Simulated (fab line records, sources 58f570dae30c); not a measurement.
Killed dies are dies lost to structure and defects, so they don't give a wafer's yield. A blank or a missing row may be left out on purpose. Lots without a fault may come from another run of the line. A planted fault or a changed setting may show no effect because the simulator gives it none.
Chamber matching | flow berkeley_cmos170 | UCB170_NWELL_ETCH_13 on rie_diel-01: 4 sister chambers
The step etches Si3N4 in CH3F/Ar/O2, stops on SiO2, target depth 246.4 nm, time 154 s. 4 wafers are shown with their chamber, then 7 later ones without.

WAFERS WITH THEIR CHAMBER
wafer  | chamber | drypump_motor_current_A (A)
L673.4 | 0       | 6.1
L673.6 | 2       | 6.7
L675.1 | 1       | 5.6
L675.3 | 3       | 5.7

WAFERS WITHOUT THEIR CHAMBER
wafer  | drypump_motor_current_A (A)
L675.5 | 6.8
L677.1 | 6.8
L677.3 | 6.0
L677.4 | 5.6
L679.1 | 5.7
L679.4 | 5.6
L679.5 | 5.6

WHICH CHAMBER EACH WENT THROUGH
wafer  | from the rows above     | in truth
L675.5 | 2                       | 2
L677.1 | 2                       | 2
L677.3 | 0                       | 0
L677.4 | can't be placed: 1 or 3 | 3
L679.1 | can't be placed: 3 or 1 | 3
L679.4 | can't be placed: 1 or 3 | 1
L679.5 | can't be placed: 1 or 3 | 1
Placed correctly: 3 of 7. Can't be placed from these rows: 4 (the true chamber is among the candidates in 4). Placed wrongly: 0.
How it was worked out, from the rows above alone: a wafer's distance from a chamber is the root of the sum, over the readings, of the square of ((its reading less the chamber's mean) divided by the reading's scatter). The wafer belongs to the nearest chamber; if the next one is less than 2 further off, it can't be placed. A chamber's mean is the mean of its shown wafers. The scatter: with one shown wafer a chamber, the root of the mean of the squares of how far each hidden wafer lies from its nearest shown one.
